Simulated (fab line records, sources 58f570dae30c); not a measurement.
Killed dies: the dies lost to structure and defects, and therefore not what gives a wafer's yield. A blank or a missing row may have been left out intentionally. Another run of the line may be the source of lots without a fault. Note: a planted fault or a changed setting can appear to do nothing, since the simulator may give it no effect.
Split-lot experiment -- flow berkeley-cmos170 -- route with 331 steps; 5 lots, 23 wafers read

## ABOUT THE SPLIT
At UCB170_M1_SPUTTER_00 (material Al, target thk 600 nm, time 80 s), the setting power-w was moved away from the recipe's 6000 W on 7 of the 23 wafers read, by +5.5% to +9.7%. This setting was run at the recipe's value on the other wafers.

## FROM THE SPLIT TO THE READING: what the file shows between them, 6 steps
- UCB170_M1_RS_MEAS_01: measures by four-point-probe
- UCB170_M1_THK_MEAS_02: measures by xrf
- UCB170_M1_PEB_07 (also split here: peb-temp-c)
- UCB170_M1_DEVELOP_08: develop time 45 s
- UCB170_M1_CD_MEAS_09: target cd 700 nm
- UCB170_M1_ETCH_11: etches BARC in N2/H2

## THE READING
oes-product-au, in a.u., at UCB170_M1_METAL_ETCH_12 (etches Al in Cl2/BCl3, stops on PSG, target depth 780 nm, time 130 s). Fault-free wafers of this fab line usually give 0.855 a.u., standard deviation 0.015 a.u.

wafer,"tool, chamber at the split","power-w as run, W",against the recipe,"oes-product-au, a.u.",against lot-mates on the recipe
L075.1,"pvd-sputter-04, -",6000,recipe,0.854,-
L075.3,"pvd-sputter-04, -",6330,+5.5%,0.901,+0.042
L075.4,"pvd-sputter-04, -",6330,+5.5%,0.897,+0.038
L075.5,"pvd-sputter-04, -",6000,recipe,0.863,-
L075.6,"pvd-sputter-04, -",6330,+5.5%,0.896,+0.037
L078.4,"pvd-sputter-03, -",6000,recipe,0.865,-
L078.5,"pvd-sputter-03, -",6000,recipe,0.866,-
L078.6,"pvd-sputter-03, -",6000,recipe,0.871,-
L079.1,"pvd-sputter-04, -",6000,recipe,0.855,-
L079.3,"pvd-sputter-04, -",6581,+9.7%,0.900,+0.045
L079.4,"pvd-sputter-04, -",6000,recipe,0.858,-
L079.5,"pvd-sputter-04, -",6581,+9.7%,0.902,+0.047
L079.6,"pvd-sputter-04, -",6000,recipe,0.852,-
L080.1,"pvd-sputter-03, -",6000,recipe,0.848,-
L080.2,"pvd-sputter-03, -",6000,recipe,0.872,-
L080.3,"pvd-sputter-03, -",6000,recipe,0.857,-
L080.4,"pvd-sputter-03, -",6000,recipe,0.873,-
L080.6,"pvd-sputter-03, -",6000,recipe,0.872,-
L083.1,"pvd-sputter-04, -",6424,+7.1%,0.914,+0.047
L083.2,"pvd-sputter-04, -",6000,recipe,0.865,-
L083.3,"pvd-sputter-04, -",6000,recipe,0.868,-
L083.4,"pvd-sputter-04, -",6000,recipe,0.867,-
L083.5,"pvd-sputter-04, -",6424,+7.1%,0.904,+0.037

THE FIT
A straight line over all 23 wafers: oes-product-au changes by +0.0051 a.u. for each +1% of power-w; r = +0.90; the points scatter about the line by 0.0087 a.u.
The same after taking each lot's own level away (the mean of its wafers on the recipe; 23 wafers): +0.00556 a.u. for each +1%; r = +0.94; scatter 0.007 a.u.
That fit puts the effect of the largest move of power-w on the reading at 0.054 a.u.
From 0.8550 to 0.8673 a.u.: that is the span of the lots' own levels, equal to 0.8 times the standard deviation above.
So the lot-to-lot level changes the slope little: the two slopes agree.
Check: with one of the wafers moved furthest among these (+9.7%) left out of the fit, the line predicts +0.0579 a.u. for it against its lot-mates. It came out at +0.045 a.u. against them.

## OTHER SPLITS APPLIED TO THESE WAFERS
Before the reading, these wafers also passed through other splits. Each is held against what the fit with the lots' levels taken away leaves over:
other split on the same wafers,wafers away from the commonest value,r with oes-product-au (lot level and that fit taken away)
UCB170_SILICIDE_SPUTTER_01 power-w,4,+0.08
UCB170_M1_PEB_07 peb-temp-c,7,+0.28

## THE WHOLE CHAIN: every reading that the file lists as answering this split, in the file's order
step,what it does,reading,change (the file's fit),r (the file's)
UCB170_M1_SPUTTER_00,"material Al, target thk 600 nm, time 80 s","Al_of_M1_SPUTTER_00.thk-nm (the simulator's own value, which no gauge read)",+6.49 nm for each +1% of the setting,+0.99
UCB170_M1_RS_MEAS_01,measures by four-point-probe,M1_AL_RS,-0.000486 for each +1% of the setting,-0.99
UCB170_M1_THK_MEAS_02,measures by xrf,M1_AL_THK,+6.41 for each +1% of the setting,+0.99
UCB170_M1_METAL_ETCH_12,"etches Al in Cl2/BCl3, stops on PSG, target depth 780 nm, time 130 s",oes-product-au,+0.00552 a.u. for each +1% of the setting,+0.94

## FILE'S OWN FIT
oes-product-au changes by +0.00552 a.u. for each +1% of power-w, r = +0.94.
